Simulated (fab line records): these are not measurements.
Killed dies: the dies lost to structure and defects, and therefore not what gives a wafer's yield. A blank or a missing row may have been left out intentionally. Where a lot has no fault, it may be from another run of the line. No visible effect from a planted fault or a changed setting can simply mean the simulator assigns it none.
fab line records | flow berkeleyCmos170 | part 2 of 2: steps 29 to 40 of 40
record lots=5 wafers=15 lastDay=11
route steps=331 shown NSD@207 PLDD@208 NLDD@209 SILICIDE@210 CONTACT@216 M1@238
lots that met no fault: from a run of the same line without faults
startH: start of the lot's first displayed wafer, in hours after the record's first day | waitH: hours elapsed since this lot's preceding step | " same as the row above | L1.1+2: one row covering several wafers at once | - no value, or no start was given | * or withheld: withheld | < > ~ a bound
route shown NAME@n: names a module that has steps shown in the file, with the first one's number in the route | usual: mean/standard deviation of fault-free wafers | same: alike in all rows | chamber/n: place in a boat | sites: the reading at each site | _std_site: how widely they spread, as a standard deviation | _edge_site: the outer-site mean with the inner-site mean subtracted | radiusMm: how far each site lies from the wafer's centre | mask NAME#n: copy n | behind: the tool/chamber that last shaped the wafer | hold: cause of the lot's hold/its duration in hours/its outcome | device: the transistor (n, p or np) that didn't switch | end of line: tests of these same wafers at the route's end | a step with no rows: only its recipe | killed: dies lost to structure and defects at the first sort, not the wafer's yield | map: per-die view of a wafer (x killed, . not killed, _ where there is no die)
set.NAME: the setting that was run; set.NAME@STEP: the one run at that earlier step | model.NAME: the simulator's own value behind a step, which no gauge read
a table for each step, a row for each wafer; lots at some steps of the route
services: from which hour (startH, from the record's first day; less than 0 if before it) a tool's chamber was out of use, for how many hours, and why
## steps
# step UCB170_CONTACT_STRIP_19
# recipe chemistry=O2 powerW=400 pressureMtorr=3500 platenTempC=withheld o2FlowSccm=400 overashFraction=0.5
# usual drypumpMotorCurrentA=5.4/0.44 oesProductAu=0.725/0.0043
# same overashFraction=0.5
# columns lot.wafer tool chamber startH waitH drypumpMotorCurrentA oesProductAu rfHoursCounterH
L076.2 plasmaAsher-04 0 155.42 - 5.4 0.725 43
L076.4 " 1 " " 6.2 0.722 -
L076.5 " 1 " " 6.2 0.732 -
L088.1 plasmaAsher-02 0 214.58 - 4.8 0.729 52
L088.4 " 0 " " 4.8 0.725 -
L088.6 " 1 " " 6.0 0.727 -
L092.3 plasmaAsher-03 0 232.93 - 5.1 0.726 -
L092.4 " 1 " " 5.4 0.726 -
L092.5 " 0 " " 5.1 0.731 -
L095.3 plasmaAsher-03 0 250.88 - 5.1 0.727 -
L095.5 " 0 " " 5.1 0.730 -
L095.6 " 1 " " 5.4 0.729 -
L097.1 plasmaAsher-04 1 254.24 - 6.2 0.726 56
L097.2 " 0 " " 5.4 0.724 56
L097.5 " 1 " " 6.2 0.722 -
# step UCB170_CONTACT_CD_MEAS_90
# recipe targetCdNm=700
# usual cdNm=700.1/1.8
# columns lot.wafer tool chamber startH waitH cdNm
L076.2 cdSem-02 - 155.54 0.1 698.3
L076.4 " - " " 701.3
L076.5 " - " " 699.8
L088.1 cdSem-01 - 214.68 0.1 699.4
L088.4 " - " " 700.5
L088.6 " - " " 700.0
L092.3 cdSem-01 - 233.05 0.1 701.3
L092.4 " - " " 700.1
L092.5 " - " " 697.9
L095.3 cdSem-01 - 250.98 0.1 699.2
L095.5 " - " " 700.1
L095.6 " - " " 700.6
L097.1 cdSem-02 - 254.38 0.1 698.8
L097.2 " - " " 696.8
L097.5 " - " " 697.8
# step UCB170_CONTACT_CLEAN_20
# recipe chemistry=SPM tempC=120 timeS=600
# columns lot.wafer tool chamber startH waitH
L076.2+4+5 wetBench-01 2 155.64 0.1
L088.1+4+6 wetBench-02 2 214.80 0.1
L092.3+4+5 wetBench-02 0 233.13 0.1
L095.3+5+6 wetBench-01 1 251.06 0.1
L097.1+2+5 wetBench-01 2 254.50 0.1
# step UCB170_M1_SPUTTER_00
# recipe material=Al targetThkNm=600 timeS=80 powerW=6000 chamberPressurePa=0.5
# usual throttleValvePct=30.0/1.2
# columns lot.wafer tool chamber startH waitH throttleValvePct
L076.2 pvdSputter-02 - 155.83 0.0 31.7
L076.4 " - " " 28.7
L076.5 " - " " 28.9
L088.1 pvdSputter-01 - 214.97 0.0 28.2
L088.4 " - " " 30.6
L088.6 " - " " 30.8
L092.3 pvdSputter-01 - 233.32 0.0 28.4
L092.4 " - " " 30.9
L092.5 " - " " 28.4
L095.3 pvdSputter-01 - 251.24 0.0 31.2
L095.5 " - " " 28.6
L095.6 " - " " 31.3
L097.1 pvdSputter-04 - 254.68 0.0 30.9
L097.2 " - " " 31.2
L097.5 " - " " 31.1
# step UCB170_M1_RS_MEAS_01
# recipe thkMeasGauge=four-point-probe reads=Al_of_M1_SPUTTER_00
# usual M1_AL_RS=0.0483/0.00048
# columns lot.wafer tool chamber startH waitH M1_AL_RS[ohm/sq]
L076.2 filmMetro-01 - 155.91 0.1 0.0484
L076.4 " - " " 0.0486
L076.5 " - " " 0.0483
L088.1 filmMetro-03 - 215.04 0.0 0.0478
L088.4 " - " " 0.0476
L088.6 " - " " 0.0474
L092.3 filmMetro-02 - 233.42 0.1 0.0483
L092.4 " - " " 0.0482
L092.5 " - " " 0.0481
L095.3 filmMetro-02 - 251.34 0.1 0.0485
L095.5 " - " " 0.0490
L095.6 " - " " 0.0484
L097.1 filmMetro-02 - 254.74 0.0 0.0490
L097.2 " - " " 0.0485
L097.5 " - " " 0.0483
# step UCB170_M1_THK_MEAS_02
# recipe thkMeasGauge=xrf reads=Al_of_M1_SPUTTER_00
# usual M1_AL_THK=604/6.8
# columns lot.wafer tool chamber startH waitH M1_AL_THK[nm]
L076.2 filmMetro-01 - 156.02 0.1 602
L076.4 " - " " 601
L076.5 " - " " 604
L088.1 filmMetro-03 - 215.16 0.1 614
L088.4 " - " " 615
L088.6 " - " " 616
L092.3 filmMetro-02 - 233.52 0.1 608
L092.4 " - " " 604
L092.5 " - " " 609
L095.3 filmMetro-02 - 251.44 0.1 606
L095.5 " - " " 594
L095.6 " - " " 605
L097.1 filmMetro-02 - 254.86 0.1 596
L097.2 " - " " 601
L097.5 " - " " 600
# step UCB170_M1_COAT_03
# recipe resist=BARC tempC=withheld timeS=withheld spinRpm=3000 resistThkNm=withheld
# usual spinSpeedRpm=3000.6/2
# columns lot.wafer tool chamber startH waitH spinSpeedRpm
L076.2 lithoTrack-01 0 156.10 0.1 3000.4
L076.4 " 0 " " 2999.4
L076.5 " 0 " " 3000.7
L088.1 lithoTrack-03 0 216.13 1.0 2996.8
L088.4 " 0 " " 2998.9
L088.6 " 0 " " 2996.9
L092.3 lithoTrack-02 0 233.88 0.4 3001.7
L092.4 " 0 " " 3001.2
L092.5 " 0 " " 2999.3
L095.3 lithoTrack-03 0 251.53 0.1 3001.1
L095.5 " 0 " " 3001.6
L095.6 " 0 " " 3003.7
L097.1 lithoTrack-03 0 254.92 0.1 2998.9
L097.2 " 0 " " 2999.1
L097.5 " 0 " " 3000.1
# step UCB170_M1_COAT_04
# recipe resist=KrF spinRpm=1500 resistThkNm=900
# usual spinSpeedRpm=1499.9/1
# columns lot.wafer tool chamber startH waitH spinSpeedRpm
L076.2 lithoTrack-01 0 - - 1499.8
L076.4 " 0 " " 1498.8
L076.5 " 0 " " 1501.1
L088.1 lithoTrack-03 0 - - 1499.4
L088.4 " 0 " " 1500.1
L088.6 " 0 " " 1499.6
L092.3 lithoTrack-02 0 - - 1499.9
L092.4 " 0 " " 1501.2
L092.5 " 0 " " 1499.3
L095.3 lithoTrack-03 0 - - 1498.0
L095.5 " 0 " " 1500.0
L095.6 " 0 " " 1500.4
L097.1 lithoTrack-03 0 - - 1500.2
L097.2 " 0 " " 1499.6
L097.5 " 0 " " 1499.3
# step UCB170_M1_SOFTBAKE_05
# recipe resist=KrF tempC=130 timeS=60
# columns lot.wafer tool chamber startH waitH
L076.2+4+5 lithoTrack-01 0 - -
L088.1+4+6 lithoTrack-03 0 - -
L092.3+4+5 lithoTrack-02 0 - -
L095.3+5+6 lithoTrack-03 0 - -
L097.1+2+5 lithoTrack-03 0 - -
# step UCB170_M1_EXPOSE_06
# recipe maskId=METAL1 targetCdNm=700 na=0.5 sigmaOuter=0.6 sourceShape=conventional doseMj=21
# columns lot.wafer tool chamber startH waitH mask
L076.2+4+5 krfScanner-02 0 156.54 - METAL1#0
L088.1+4+6 krfScanner-01 0 216.70 - METAL1#0
L092.3+4+5 krfScanner-02 0 234.32 - METAL1#0
L095.3+5+6 krfScanner-01 0 252.09 - METAL1#0
L097.1+2+5 krfScanner-02 0 255.50 - METAL1#0
# step UCB170_M1_PEB_07
# recipe pebTempC=130 pebTimeS=withheld resist=KrF
# columns lot.wafer tool chamber startH waitH
L076.2+4+5 lithoTrack-02 0 156.80 0.2
L088.1+4+6 lithoTrack-01 0 217.28 0.6
L092.3+4+5 lithoTrack-02 0 234.78 0.4
L095.3+5+6 lithoTrack-03 0 252.43 0.3
L097.1+2+5 lithoTrack-03 0 255.65 0.1
# step UCB170_M1_DEVELOP_08
# recipe developer=TMAH developTimeS=45 resist=KrF devTempC=21
# columns lot.wafer tool chamber startH waitH
L076.2+4+5 lithoTrack-02 0 - -
L088.1+4+6 lithoTrack-01 0 - -
L092.3+4+5 lithoTrack-02 0 - -
L095.3+5+6 lithoTrack-03 0 - -
L097.1+2+5 lithoTrack-03 0 - -
## services
# columns tool chamber startH hours kind
krfScanner-01 - 126.51 2.3 repair
pvdSputter-03 - 132.65 2.6 repair
plasmaAsher-02 - 134.17 10.2 repair
rieDiel-04 3 136.74 13.7 repair
plasmaAsher-02 - 153.43 1.5 repair
rieDiel-01 0 164.97 5.3 repair
pvdSputter-01 - 169.12 1.4 repair
pvdSputter-03 - 176.14 2.4 repair
plasmaAsher-04 - 177.67 3.6 repair
lpcvd-02 - 196.91 6.0 pm
krfScanner-01 - 197.59 4.0 pm
rieDiel-01 - 198.35 0.2 repair
krfScanner-02 - 201.61 0.8 pm
krfScanner-02 - 204.11 1.0 pm
krfScanner-02 - 210.63 1.3 pm
plasmaAsher-02 - 219.31 10.5 repair
lpcvd-01 - 224.94 0.8 pm
krfScanner-01 - 225.48 0.8 pm
plasmaAsher-02 - 228.12 1.6 repair
krfScanner-01 - 237.21 1.3 pm
plasmaAsher-02 - 237.48 1.3 repair
krfScanner-02 - 242.60 4.8 repair
pvdSputter-03 - 248.58 2.9 repair
rieDiel-04 0 252.95 3.3 repair
